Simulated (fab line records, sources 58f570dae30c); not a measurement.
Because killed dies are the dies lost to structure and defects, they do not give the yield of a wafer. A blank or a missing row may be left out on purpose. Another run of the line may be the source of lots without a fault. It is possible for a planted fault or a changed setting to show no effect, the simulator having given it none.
What tool caused it?	flow berkeley_cmos170	14 lots, 42 wafers sampled, at 4 steps of a route of 331

== WHAT EACH GAUGE READ, for each wafer ==
UCB170_NWELL_OVL_MEAS_12.
lot	measured	on	NWELL_OVL (nm)
L825	day 2 15:22	overlay-02	-8 -1 0
L826	day 2 15:31	overlay-01	2 -1 -1
L827	day 3 03:01	overlay-02	7 5 3
L829	day 3 06:53	overlay-02	2 9 10
L830	day 3 13:31	overlay-01	3 15 7
L831	day 3 18:49	overlay-01	1 -4 -5
L833	day 4 06:02	overlay-01	0 0 0
L834	day 4 11:15	overlay-02	-3 2 5
L836	day 4 20:48	overlay-02	7 2 1
L837	day 4 21:04	overlay-01	3 3 1
L838	day 5 04:50	overlay-01	-3 -3 -1
L844	day 6 16:38	overlay-02	0 -1 -2
L846	day 6 17:52	overlay-02	-7 -1 2
L848	day 7 03:25	overlay-01	0 2 0

UCB170_PWELL_THK_MEAS_03.
lot	measured	on	PWELL_OXIDE_THK (nm)
L825	day 3 02:28	film_metro-03	26.6 26.2 26.3
L826	day 3 02:28	film_metro-02	26.0 25.9 25.8
L827	day 3 14:35	film_metro-03	25.9 25.5 25.3
L829	day 3 14:35	film_metro-02	26.0 26.3 26.0
L830	day 4 01:58	film_metro-03	25.9 26.3 25.9
L831	day 4 01:58	film_metro-04	26.2 26.2 26.3
L833	day 4 17:27	film_metro-02	27.2 26.4 26.4
L834	day 5 01:50	film_metro-04	26.8 27.1 27.2
L836	day 5 09:05	film_metro-03	26.2 26.0 25.9
L837	day 5 09:05	film_metro-04	27.0 26.3 26.7
L838	day 5 15:35	film_metro-04	25.4 25.5 25.7
L844	day 7 07:00	film_metro-04	27.3 26.4 26.6
L846	day 7 07:07	film_metro-04	26.7 26.4 26.9
L848	day 7 16:20	film_metro-04	27.1 26.3 26.9

UCB170_NVT_OVL_MEAS_06.
lot	measured	on	NVT_OVL (nm)
L825	day 6 08:19	overlay-01	10 5 5
L826	day 6 08:35	overlay-01	13 7 4
L827	day 6 22:58	overlay-01	7 8 0
L829	day 7 04:31	overlay-02	11 13 15
L830	day 7 10:45	overlay-02	3 6 8
L831	day 7 10:24	overlay-02	-2 -3 -5
L833	day 8 04:37	overlay-01	4 6 4
L834	day 8 20:49	overlay-01	1 10 9
L836	day 8 20:56	overlay-02	-3 -11 -11
L837	day 8 21:05	overlay-02	8 -2 1
L838	day 9 01:17	overlay-02	1 -3 -1
L844	day 11 08:20	overlay-02	- - -
L846	day 11 02:25	overlay-01	- - -
L848	day 11 02:52	overlay-02	3 3 -2

== TOOL THAT RAN EACH LOT (tool first, then ch and the chambers of the sampled wafers, then the start) ==
lot	UCB170_NVT_DEVELOP_05
L825	litho_track-02 ch 0, day 6 08:00
L826	litho_track-02 ch 0, day 6 08:00
L827	litho_track-03 ch 0, day 6 22:00
L829	litho_track-04 ch 0, day 7 04:00
L830	litho_track-03 ch 0, day 7 10:00
L831	litho_track-03 ch 0, day 7 10:00
L833	litho_track-04 ch 0, day 8 04:00
L834	litho_track-03 ch 0, day 8 20:00
L836	litho_track-04 ch 0, day 8 20:00
L837	litho_track-03 ch 0, day 8 20:00
L838	litho_track-02 ch 0, day 9 01:00
L844	litho_track-03, day 11 08:00
L846	litho_track-02, day 11 02:00
L848	litho_track-04 ch 0, day 11 02:00
- UCB170_NVT_DEVELOP_05: develop time 45 s.

== AS READ BY THE TOOLS THEMSELVES (means over the sampled wafers that have a number; for cases with no such wafer, the mark the record gives instead) ==
UCB170_NVT_DEVELOP_05.
lot	tool	chill_plate_temp_C (C)
L825	litho_track-02	23.05
L826	litho_track-02	22.95
L827	litho_track-03	23.04
L829	litho_track-04	22.97
L830	litho_track-03	23.06
L831	litho_track-03	22.99
L833	litho_track-04	22.98
L834	litho_track-03	22.86
L836	litho_track-04	22.99
L837	litho_track-03	22.93
L838	litho_track-02	22.99
L844	litho_track-03	-
L846	litho_track-02	-
L848	litho_track-04	23.12

== THE ANSWER, worked out from the rows above alone ==
Rule: the lots themselves supply what counts as usual. Put in order of their means at a reading, lots are off if they are a third of the lots or fewer, leave a main group of 4 or more, and stand apart from it by a gap of 3 or more times the standard deviation of the main group's means; of several such gaps the widest counts. The tables above print the reading to a certain number of digits; a main group whose means all agree to those digits is not used. Also off: a lot with no number at a reading for which 4 or more lots have one. All remaining lots with rows at the step are treated as sound. After the gauges, taken in route order, come the tools' own readings; for these a lot's mean is taken, as printed above. At the first step where some lot is off, the reading lying furthest off is the one used; lots without a number count as furthest.
Off: at UCB170_NVT_OVL_MEAS_06 (NVT_OVL), L844, L846. Without a number there: L844, L846. Main group: mean 3 nm, sd 5.4.
A tool fits if, at a process step before that reading, it ran every lot that is off, and no sound lot after the first of them. Not tried: the gauges at UCB170_NVT_OVL_MEAS_06; whatever is off there is also off at UCB170_NVT_DEVELOP_05, on other tools, and gauge error can't account for it. Not one of the candidates tried fits.

== WHAT THE SIMULATOR HAD PUT IN ==
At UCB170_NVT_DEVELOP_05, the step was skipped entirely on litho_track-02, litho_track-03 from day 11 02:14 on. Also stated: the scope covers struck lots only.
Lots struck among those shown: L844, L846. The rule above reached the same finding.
